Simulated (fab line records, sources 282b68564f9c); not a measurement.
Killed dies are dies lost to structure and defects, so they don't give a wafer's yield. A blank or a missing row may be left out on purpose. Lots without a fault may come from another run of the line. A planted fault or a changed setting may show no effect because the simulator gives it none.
Which tool did it? | flow rit_cmos | 14 lots, 42 wafers sampled, at 4 steps of a route of 202

WHAT THE GAUGES READ, wafer by wafer
RIT_ACTIVE_THK_MEAS_02.
lot  | measured    | on            | ACTIVE_OXIDE_THK (nm)
L854 | day 1 12:04 | film_metro-04 | 48.0 48.5 47.9
L855 | day 1 17:46 | film_metro-04 | 47.2 47.2 47.5
L856 | day 1 22:03 | film_metro-02 | 46.0 46.3 47.1
L858 | day 2 08:04 | film_metro-02 | 44.8 45.5 45.9
L860 | day 2 18:04 | film_metro-03 | 46.8 46.5 46.4
L862 | day 3 04:03 | film_metro-03 | 46.1 46.8 46.4
L863 | day 3 09:07 | film_metro-02 | 46.2 45.7 46.4
L865 | day 3 19:03 | film_metro-03 | 47.0 47.3 47.1
L869 | day 4 15:04 | film_metro-03 | 47.7 48.4 47.3
L870 | day 4 20:03 | film_metro-04 | 47.7 47.9 47.3
L872 | day 5 06:15 | film_metro-03 | 53.4 52.9 53.6
L874 | day 5 16:03 | film_metro-02 | 52.9 53.6 53.8
L875 | day 5 21:04 | film_metro-04 | 44.9 45.3 45.2
L876 | day 6 03:02 | film_metro-03 | 47.7 47.9 47.5

RIT_ACTIVE_CD_MEAS_90: target cd 1400 nm.
lot  | measured    | on        | cd_nm (nm)
L854 | day 1 15:22 | cd_sem-01 | 1401.5 1400.4 1400.6
L855 | day 1 20:44 | cd_sem-01 | 1398.0 1397.1 1398.4
L856 | day 2 01:01 | cd_sem-02 | 1399.0 1396.6 1397.0
L858 | day 2 11:02 | cd_sem-02 | 1399.4 1402.8 1400.0
L860 | day 2 21:02 | cd_sem-01 | 1397.2 1394.9 1398.0
L862 | day 3 07:16 | cd_sem-01 | 1396.5 1396.2 1398.3
L863 | day 3 12:06 | cd_sem-02 | 1396.5 1398.8 1396.1
L865 | day 3 22:14 | cd_sem-02 | 1398.0 1394.0 1396.3
L869 | day 4 18:02 | cd_sem-02 | 1398.1 1400.4 1399.8
L870 | day 4 23:13 | cd_sem-02 | 1398.5 1401.4 1398.3
L872 | day 5 09:36 | cd_sem-02 | 1403.6 1400.8 1402.3
L874 | day 5 19:01 | cd_sem-02 | 1404.3 1405.3 1403.3
L875 | day 6 00:10 | cd_sem-01 | 1402.7 1402.2 1401.7
L876 | day 6 06:02 | cd_sem-02 | 1400.0 1401.8 1400.9

RIT_CONTACT_CD_MEAS_08: target cd 1000 nm.
lot  | measured    | on        | cd_nm (nm)
L854 | day 3 04:59 | cd_sem-02 | 1000.0 998.7 998.9
L855 | day 3 09:22 | cd_sem-02 | 998.1 998.3 999.6
L856 | day 3 12:52 | cd_sem-02 | 1000.5 997.7 998.7
L858 | day 4 00:41 | cd_sem-02 | 1000.4 1000.1 998.6
L860 | day 4 09:55 | cd_sem-01 | 996.1 996.7 999.1
L862 | day 4 20:55 | cd_sem-01 | 995.5 996.0 995.3
L863 | day 5 03:58 | cd_sem-02 | 1000.2 998.0 999.0
L865 | day 5 11:37 | cd_sem-02 | 1000.7 999.1 998.5
L869 | day 6 07:23 | cd_sem-01 | 1001.8 998.9 1000.4
L870 | day 6 14:41 | cd_sem-02 | 998.2 999.3 999.8
L872 | day 6 23:07 | cd_sem-02 | 1004.3 1003.2 1000.8
L874 | day 7 06:49 | cd_sem-02 | 997.3 998.8 997.3
L875 | day 7 14:20 | cd_sem-01 | 1001.0 999.1 999.9
L876 | day 7 18:49 | cd_sem-02 | 1000.7 1000.8 1000.9

WHICH TOOL RAN EACH LOT (tool, then ch and the chambers of the sampled wafers, then the start)
lot  | RIT_ACTIVE_OXIDATION_01
L854 | furnace-02 ch 0, day 1 10:07
L855 | furnace-02 ch 0, day 1 15:50
L856 | furnace-02 ch 0, day 1 20:07
L858 | furnace-04 ch 0, day 2 06:07
L860 | furnace-01 ch 0, day 2 16:07
L862 | furnace-01 ch 0, day 3 02:07
L863 | furnace-01 ch 0, day 3 07:10
L865 | furnace-04 ch 0, day 3 17:07
L869 | furnace-01 ch 0, day 4 13:07
L870 | furnace-02 ch 0, day 4 18:07
L872 | furnace-02 ch 0, day 5 04:18
L874 | furnace-02 ch 0, day 5 14:07
L875 | furnace-04 ch 0, day 5 19:07
L876 | furnace-01 ch 0, day 6 01:07
- RIT_ACTIVE_OXIDATION_01: target thk 46.8 nm, ox time 3360 s.

WHAT THE TOOLS THEMSELVES READ (means of the sampled wafers that have a number; where no wafer has one, the mark that the record gives instead)
RIT_ACTIVE_OXIDATION_01.
lot  | tool       | spike_tc_centre_C (C) | spike_tc_load_C (C) | spike_tc_source_C (C) | tube_center_temp_C_max | zone_power_source_pct (%)
L854 | furnace-02 | 1001.4                | 1027.0              | 1026.7                | 1002.5                 | 39.2
L855 | furnace-02 | 1001.4                | 1027.8              | 1027.4                | 1002.2                 | 39.3
L856 | furnace-02 | 1001.4                | 1028.5              | 1028.3                | 1002.4                 | 39.6
L858 | furnace-04 | 1002.7                | 1031.2              | 1024.4                | 1002.9                 | 34.3
L860 | furnace-01 | 1001.5                | 1025.9              | 1023.5                | 1002.3                 | 38.6
L862 | furnace-01 | 1002.7                | 1023.8              | 1023.5                | 1002.4                 | 38.5
L863 | furnace-01 | 1002.0                | 1026.7              | 1023.6                | 1002.6                 | 38.8
L865 | furnace-04 | 1002.9                | 1030.9              | 1024.2                | 1002.8                 | 34.4
L869 | furnace-01 | 1001.4                | 1026.1              | 1023.7                | 1002.3                 | 38.9
L870 | furnace-02 | 1001.1                | 1029.0              | 1028.2                | 1002.6                 | 39.3
L872 | furnace-02 | 1014.4                | 1041.6              | 1041.8                | 1002.3                 | 40.9
L874 | furnace-02 | 1014.4                | 1042.7              | 1041.2                | 1002.3                 | 40.5
L875 | furnace-04 | 1002.9                | 1031.4              | 1024.2                | 1002.7                 | 34.2
L876 | furnace-01 | 1002.3                | 1026.3              | 1023.2                | 1002.9                 | 38.9

THE ANSWER, worked out from the rows above alone
Rule: what is usual is taken from the lots themselves. Put in order of their means at a reading, lots are off if they are a third of the lots or fewer, leave a main group of 4 or more, and stand apart from it by a gap of 3 or more times the standard deviation of the main group's means; of several such gaps the widest counts. A main group whose means are all the same, to the digits that the tables above print for the reading, isn't used. A lot without any number at a reading at which 4 lots or more have one is off too. The other lots that the step has rows for count as sound. The gauges are gone through in route order, then the tools' own readings, and for those a lot's mean is taken as printed above. The first step at which some lot is off is used, and at that step the reading that is off furthest; a lot without a number counts as furthest.
Off: L872, L874, at RIT_ACTIVE_THK_MEAS_02 (ACTIVE_OXIDE_THK). The main group: mean 46.8 nm, standard deviation 0.92.
A tool fits if, at a process step before that reading, it ran every lot that is off, and no sound lot after the first of them. The gauges at RIT_ACTIVE_THK_MEAS_02 aren't tried: what is off there is off at RIT_ACTIVE_OXIDATION_01 too, on other tools, and a gauge's error can't cause that. One fits: furnace-02 at RIT_ACTIVE_OXIDATION_01. Its last sound lot is L870 (day 4 18:07), its first lot that is off L872 (day 5 04:18): a fault that began between those two fits.
The tool's own readings at RIT_ACTIVE_OXIDATION_01 bear it out: on the lots that are off they differ by more than 5 times the standard deviation of the sound lots' means. spike_tc_centre_C reads 1014.4 C there against 1002.0 C on the sound lots; spike_tc_load_C reads 1042.2 C there against 1027.9 C on the sound lots; spike_tc_source_C reads 1041.5 C there against 1025.1 C on the sound lots.

WHAT THE SIMULATOR HAD PUT IN
Process parameter drift: furnace-02, from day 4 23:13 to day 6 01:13, at RIT_ACTIVE_OXIDATION_01. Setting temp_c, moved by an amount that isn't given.
Lots struck among those shown: L872, L874. The rule above found the same.
